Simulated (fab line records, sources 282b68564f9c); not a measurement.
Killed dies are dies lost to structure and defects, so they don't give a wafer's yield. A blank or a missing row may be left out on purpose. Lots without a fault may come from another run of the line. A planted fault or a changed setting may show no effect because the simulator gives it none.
One fault seen from 2 desks | flow rit_cmos | each desk has only its own numbers; what lay behind them comes last

THE TOOL OWNER'S DESK: lpcvd-01
The tool's own readings at RIT_ACTIVE_CVD_03 (deposits Si3N4 from SiH2Cl2/NH3, target thk 150 nm, time 1500 s): means of the sampled wafers that have a number, for each lot that ran on this tool. A lot is out of limits, marked OUT, if its mean lies more than 4 standard deviations from the usual mean; the brackets give that distance.
Columns: A = spike_tc_source_C at RIT_ACTIVE_CVD_03, usual 831.4 C
lot  | first seen here | A
L949 | day 1 12:07     | 832.3
L951 | day 1 22:07     | 832.9
L952 | day 2 03:18     | 832.8
L954 | day 2 13:33     | 833.0
L968 | day 5 11:07     | 833.4
L970 | day 5 21:07     | 831.2
L972 | day 6 07:07     | 832.4
This desk's finding: nothing out of limits on any of the 7 lots.

THE METROLOGY DESK
What the gauges read, lot by lot, whatever tool the lot ran on: means of the sampled wafers that have a number. A lot is out of limits, marked OUT, if its mean lies more than 4 standard deviations from the usual mean; the brackets give that distance.
Columns: A = ACTIVE_NITRIDE_THK at RIT_ACTIVE_THK_MEAS_04, usual 149.2 nm
lot  | first seen here | A
L949 | day 1 13:32     | 150.2
L951 | day 1 23:32     | 147.5
L952 | day 2 04:43     | 229.3 (+50) OUT
L954 | day 2 14:59     | 232.4 (+52) OUT
L955 | day 2 19:32     | 150.5
L963 | day 4 11:32     | 147.5
L965 | day 4 21:32     | 147.0
L966 | day 5 02:32     | 148.2
L967 | day 5 07:32     | 150.5
L968 | day 5 13:14     | 151.9
L969 | day 5 17:32     | 148.7
L970 | day 5 22:32     | 150.3
L971 | day 6 03:32     | 148.9
L972 | day 6 08:32     | 150.0
This desk's finding: out of limits on L952, L954; first on L952, day 2 04:43 (ACTIVE_NITRIDE_THK at RIT_ACTIVE_THK_MEAS_04). In limits: L949, L951, L955, L963, L965, L966, L967, L968, L969, L970, L971, L972.

PUT TOGETHER
The metrology desk could have raised an alarm at day 2 04:43, on L952, L954.
The tool owner's desk saw nothing out of limits.
The tool owner's desk has L952, L954 on record, within its limits.
Of the lots named, all ran RIT_ACTIVE_CVD_03 on lpcvd-01.

WHAT THE SIMULATOR HAD PUT IN
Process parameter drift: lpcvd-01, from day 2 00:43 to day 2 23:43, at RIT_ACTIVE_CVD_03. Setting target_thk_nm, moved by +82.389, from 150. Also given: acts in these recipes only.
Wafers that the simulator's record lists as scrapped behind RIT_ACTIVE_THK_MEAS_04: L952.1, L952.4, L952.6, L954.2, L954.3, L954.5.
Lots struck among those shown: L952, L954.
Hours from the fault's start to each desk's first reading out of limits: the metrology desk, 4.
